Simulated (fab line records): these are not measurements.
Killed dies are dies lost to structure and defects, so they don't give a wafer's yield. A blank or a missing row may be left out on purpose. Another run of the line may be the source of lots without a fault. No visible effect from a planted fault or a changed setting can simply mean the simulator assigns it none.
Problem report, 8D (eight disciplines) form, completed by code / flow berkeley cmos170 / the parts of the form that need people (team, actions taken, sign-off) are left out

1. THE ISSUE
tilt deg at UCB170_NSD_IMPLANT_08 reads a mean of 7.731 degrees on 6 wafers of 2 lots; wafers without a fault read 6.998 degrees with a standard deviation of 0.019. Relative to the usual mean, that is a shift of +39 standard deviations.
The first sign was on wafer L486.1 at day 9 12:56, on implanter-03. The record has a number at this step for 42 wafers belonging to 14 lots. Rule for "out", or "out of limits": more than 4 standard deviations from the usual mean. All remaining wafers that have a number are taken as sound.

2. WHAT IT IS, WHAT IT ISN'T
question=which readings at this step | is=tilt deg | is not=-
question=which lots | is=L486, L489 | is not=L472, L473, L474, L475, L476, L479, L480, L481, L483, L484, L488, L490
question=which wafers of those lots | is=all that have a number | is not=-
question=read on which tools | is=implanter-03 | is not=implanter-02, implanter-04
question=when | is=from day 9 12:56 | is not=up to then (30 sound wafers); but 6 sound wafers of L488, L490 came after

3. SUSPECTS, AND WHAT RULES EACH OUT
Counting: a tool at a process step up to the reading stays a suspect if it ran every lot that is out and no sound lot after the first of them.
- implanter-03 at UCB170_NSD_IMPLANT_08: kept. It processed each lot that is out, first L486 at day 9 12:56, and no sound lot thereafter; up to then, the last sound lot it processed was L483 at day 9 02:49. Its own tilt deg readings are out on those wafers.
Left after counting: implanter-03 at UCB170_NSD_IMPLANT_08.

4. THE CAUSE (what the simulator had put in)
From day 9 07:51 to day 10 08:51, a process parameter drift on implanter-03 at UCB170_NSD_IMPLANT_08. From 7, the setting tilt deg moved by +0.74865. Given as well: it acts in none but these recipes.
Counting left only this tool.

5. SEQUENCE OF EFFECTS, ordered by route
Each row: a reading whose mean over the struck wafers that have a number lies more than 3 standard deviations from the usual. Readings are gone through only where the record gives a usual standard deviation; hours: the median, over the lots, of the time from a lot's start at the first step in this table giving one to that lot's start at this step; sigmas: the change measured in usual standard deviations.
hours=0; step=UCB170_NSD_IMPLANT_08; reading=tilt deg; usual=6.998 degrees; on struck wafers=7.731; change=+0.733; sigmas=+39
Here are the process steps it includes:
- UCB170_NSD_IMPLANT_08

6. WHAT WOULD HAVE CAUGHT IT SOONER
First out-of-limits reading in this record: day 9 12:56, which is 5 hours after fault onset at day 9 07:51.
